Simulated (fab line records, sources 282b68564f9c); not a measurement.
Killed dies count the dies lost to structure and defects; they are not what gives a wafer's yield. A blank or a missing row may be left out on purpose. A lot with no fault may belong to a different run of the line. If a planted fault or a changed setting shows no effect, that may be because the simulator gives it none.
A lot that was struck, set against a sound lot :: flow rit-cmos :: 17 out of 202 route steps
Sound: wafers L905.1, L905.3, L905.5. Struck: wafers L915.2, L915.5, L915.6. The cause is named last.
Order at every step that has rows: each side's tool, ch and its chambers, its first start. Under that, the readings that differ: sound wafers :: struck wafers :: difference of the means :: sigmas: that difference in standard deviations of wafers without a fault.
alike: words and numbers the same on both sides, and readings whose means are apart by under 2 such deviations; not compared: readings that were withheld, readings missing a value for some wafer, numbers with overlapping values and no deviation given by the record, and bounds like >300 which may hide the same value.
Wherever a step has rows on one side only, a row that says differs or no value, or a row with sigmas, the two part there. Numbers that have no deviation but don't overlap get no sigmas and don't part them. A reading that every wafer of one side lacks parts them only if that side has two wafers or more.

first, 1 step without rows for these wafers: RIT_PSD_IMPLANT_08.
RIT_PSD_STRIP_09: strips in O2, time 180 s.
  sound on plasma-asher-02 ch 0,1, day 4 00:08; struck on plasma-asher-04 ch 0,1, day 5 23:14
  alike: drypump-motor-current-A
  not compared: rf-hours-counter-h
RIT_PSD_TW_MEAS_10:
  struck on film-metro-01, day 5 23:25; sound on film-metro-03, day 4 00:19
  alike: PSD_TW
then, 3 steps without rows for these wafers: RIT_SDANNEAL_CLEAN_00 (cleans in SC1, time 587.1 s); RIT_SDANNEAL_CLEAN_01 (cleans in dHF, time 30 s); RIT_SDANNEAL_CLEAN_02 (cleans in SC2, time 600 s).
RIT_SDANNEAL_RTA_03: time 5 s.
  sound on rtp-anneal-02 ch 0, day 4 00:47; struck on rtp-anneal-02 ch 0, day 5 23:53
  alike: wafer_temp_C_max
RIT_SDANNEAL_RS_MEAS_04: measurement is done with a four-point probe.
  struck on film-metro-03, day 5 23:57; sound on film-metro-03, day 4 00:50
  alike: PSD_RS
RIT_SDANNEAL_RS_MEAS_05: measurement is done with a four-point probe.
  struck on film-metro-03, day 6 00:04; sound on film-metro-03, day 4 00:58
  alike: NSD_RS
RIT_SDANNEAL_RS_MEAS_06: measurement is done with a four-point probe.
  struck on film-metro-03, day 6 00:11; sound on film-metro-03, day 4 01:05
reading: PLDD_RS (ohm/sq)
sound: 178.3 178.7 178.6
struck: 177.8 176.5 176.9
difference: -1.5
sigmas: -3
RIT_SDANNEAL_RS_MEAS_07: measurement is done with a four-point probe.
  struck on film-metro-03, day 6 00:19; sound on film-metro-03, day 4 01:12
  alike: NLDD_RS
then, 1 step without rows for these wafers: RIT_SILICIDE_WET_ETCH_00 (etches SiO2 in BOE, target depth 14 nm, time 15 s).
RIT_SILICIDE_SPUTTER_01: material Ti, target thk 30 nm, time 240 s.
  struck on pvd-sputter-02, day 6 00:25; sound on pvd-sputter-02, day 4 01:20
reading: model.Ti_of_SILICIDE_SPUTTER_01.thk-nm (nm)
sound: 30.86 29.97 30.72
struck: 40.37 41.24 40.46
difference: +10.17
sigmas: 
  alike: throttle-valve-pct
RIT_SILICIDE_RS_MEAS_02: measurement is done with a four-point probe.
  struck on film-metro-03, day 6 00:35; sound on film-metro-01, day 4 01:29
reading: SILICIDE_TI_RS (ohm/sq)
sound: 46.1 48.0 46.4
struck: 33.1 32.2 32.9
difference: -14.1
sigmas: -16
RIT_SILICIDE_THK_MEAS_03: measures by xrf.
  struck on film-metro-03, day 6 00:42; sound on film-metro-01, day 4 01:36
reading: SILICIDE_TI_THK (nm)
sound: 30.0 29.1 30.0
struck: 39.4 40.2 39.3
difference: +9.9
sigmas: +21
RIT_SILICIDE_RTA_04: time 10 s, ramp up 5 s, ramp down 5 s.
  sound on rtp-anneal-01 ch 0, day 4 01:40; struck on rtp-anneal-01 ch 0, day 6 00:46
  alike: wafer_temp_C_max
RIT_M1_PROBE_99:
  struck on prober-01, day 6 07:35; sound on prober-01, day 4 08:12
reading: killed_at_M0_to_M3
sound: 0 2 0
struck: 0 0 0
difference: -1
sigmas: -3

reading: killed-at-front-end
sound: 13 11 11
struck: 4 5 4
difference: -7
sigmas: -2

reading: killed-dies
sound: 14 13 11
struck: 4 5 5
difference: -8
sigmas: -3

reading: model.etest.npoly-line.line-ohm-um
sound: 173.6 177.5 172.7
struck: 153.5 147.3 151.4
difference: -23.9
sigmas: 

reading: model.etest.ppoly-line.line-ohm-um
sound: 166.3 167.8 164.5
struck: 147.5 141.3 145.9
difference: -21.3
sigmas: 

reading: model.etest.contact-pplus.end-ohm-um
sound: 42.04 42.81 43.95
struck: 64.75 63.46 62.88
difference: +20.76
sigmas: 

reading: model.etest.contact-nplus.end-ohm-um
sound: 42.11 41.63 42.62
struck: 58.27 58.62 59.51
difference: +16.68
sigmas: 

reading: model.etest.ppoly-line.width-nm (nm)
sound: 96.88 96.93 97.62
struck: 93.66 96.31 93.7
difference: -2.59
sigmas: 

reading: model.etest.npoly-line.width-nm (nm)
sound: 95.83 96.06 96.97
struck: 92.57 95.56 92.66
difference: -2.69
sigmas: 

reading: model.etest.npoly-line.rs-ohm-sq
sound: 16.81 17.02 16.79
struck: 14.09 13.98 14.24
difference: -2.77
sigmas: 

reading: model.etest.ppoly-line.rs-ohm-sq
sound: 16.24 16.61 16.33
struck: 13.71 13.61 13.82
difference: -2.68
sigmas: 
  alike: killed-at-contacts, killed-on-rim, killed-open, killed-short

WHERE THEY PART
Earliest at RIT_SDANNEAL_RS_MEAS_06; latest, in this record, at RIT_M1_PROBE_99.

WHY: what the simulator had put in
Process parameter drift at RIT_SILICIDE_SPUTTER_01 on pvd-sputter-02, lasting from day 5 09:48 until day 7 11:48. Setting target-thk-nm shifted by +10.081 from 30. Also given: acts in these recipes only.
